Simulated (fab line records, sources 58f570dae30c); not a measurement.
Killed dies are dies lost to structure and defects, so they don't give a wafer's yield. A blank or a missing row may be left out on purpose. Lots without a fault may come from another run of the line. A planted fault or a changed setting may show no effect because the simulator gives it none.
Which tool did it? | flow berkeley_cmos170 | 11 lots, 33 wafers sampled, at 3 steps of a route of 331

WHAT THE GAUGES READ, wafer by wafer
UCB170_V1_THK_MEAS_04.
lot  | measured     | on            | V1_POLISHED_THK (nm)
L128 | day 8 17:30  | film_metro-02 | 1000.5 999.8 1000.4
L129 | day 8 18:50  | film_metro-02 | 998.7 999.4 999.5
L130 | day 8 19:08  | film_metro-03 | 999.1 1000.2 998.8
L131 | day 9 18:32  | film_metro-03 | 998.9 1000.8 999.1
L140 | day 11 23:22 | film_metro-01 | 999.8 999.3 1001.4
L141 | day 12 02:02 | film_metro-03 | 999.4 1000.6 997.4
L146 | day 13 03:52 | film_metro-02 | 1000.5 1000.4 1001.0
L147 | day 13 09:22 | film_metro-02 | 999.7 999.2 998.9
L148 | day 13 10:41 | film_metro-02 | 1000.5 1001.0 1000.7
L151 | day 13 21:35 | film_metro-02 | 1000.2 998.1 999.7
L150 | day 13 22:56 | film_metro-02 | 997.8 1000.2 1002.5

UCB170_V1_CD_MEAS_12: target cd 700 nm.
lot  | measured     | on        | cd_nm (nm)
L128 | day 8 18:48  | cd_sem-02 | 700.0 700.8 700.9
L129 | day 8 19:55  | cd_sem-01 | 700.2 700.4 701.3
L130 | day 8 20:28  | cd_sem-01 | 701.4 702.3 700.0
L131 | day 9 19:52  | cd_sem-02 | 701.2 701.2 701.3
L140 | day 12 00:55 | cd_sem-01 | 700.3 700.9 699.9
L141 | day 12 03:25 | cd_sem-02 | 700.1 699.2 699.9
L146 | day 13 05:49 | cd_sem-02 | 700.5 699.3 698.0
L147 | day 13 10:48 | cd_sem-01 | 698.9 697.3 698.3
L148 | day 13 12:55 | cd_sem-02 | 700.2 702.1 700.4
L151 | day 13 23:26 | cd_sem-02 | 697.6 698.6 697.5
L150 | day 14 00:23 | cd_sem-01 | 700.1 699.5 701.3

UCB170_M2_OVL_MEAS_16.
lot  | measured     | on         | M2_OVL (nm)
L128 | day 8 21:22  | overlay-02 | 4 -3 -1
L129 | day 8 22:40  | overlay-01 | -1 3 -4
L130 | day 8 23:19  | overlay-01 | 7 1 -9
L131 | day 9 22:39  | overlay-02 | 2 -10 -1
L140 | day 12 04:32 | overlay-01 | -4 4 2
L141 | day 12 06:24 | overlay-01 | 7 -2 5
L146 | day 13 08:35 | overlay-02 | -6 -4 1
L147 | day 13 14:54 | overlay-01 | 4 12 -1
L148 | day 13 16:43 | overlay-02 | -2 -5 6
L151 | day 14 02:55 | overlay-01 | 4 7 2
L150 | day 14 04:54 | overlay-02 | -3 -4 2

WHICH TOOL RAN EACH LOT (tool, then ch and the chambers of the sampled wafers, then the start)
The record holds no process step before these readings.

WHAT THE TOOLS THEMSELVES READ (means of the sampled wafers that have a number; where no wafer has one, the mark that the record gives instead)
The record holds no such reading with a usual standard deviation.

THE ANSWER, worked out from the rows above alone
Rule: what is usual is taken from the lots themselves. Put in order of their means at a reading, lots are off if they are a third of the lots or fewer, leave a main group of 4 or more, and stand apart from it by a gap of 3 or more times the standard deviation of the main group's means; of several such gaps the widest counts. A main group whose means are all the same, to the digits that the tables above print for the reading, isn't used. A lot without any number at a reading at which 4 lots or more have one is off too. The other lots that the step has rows for count as sound. The gauges are gone through in route order, then the tools' own readings, and for those a lot's mean is taken as printed above. The first step at which some lot is off is used, and at that step the reading that is off furthest; a lot without a number counts as furthest.
No lot is off at any reading shown: from this, nothing can be told.

WHAT THE SIMULATOR HAD PUT IN
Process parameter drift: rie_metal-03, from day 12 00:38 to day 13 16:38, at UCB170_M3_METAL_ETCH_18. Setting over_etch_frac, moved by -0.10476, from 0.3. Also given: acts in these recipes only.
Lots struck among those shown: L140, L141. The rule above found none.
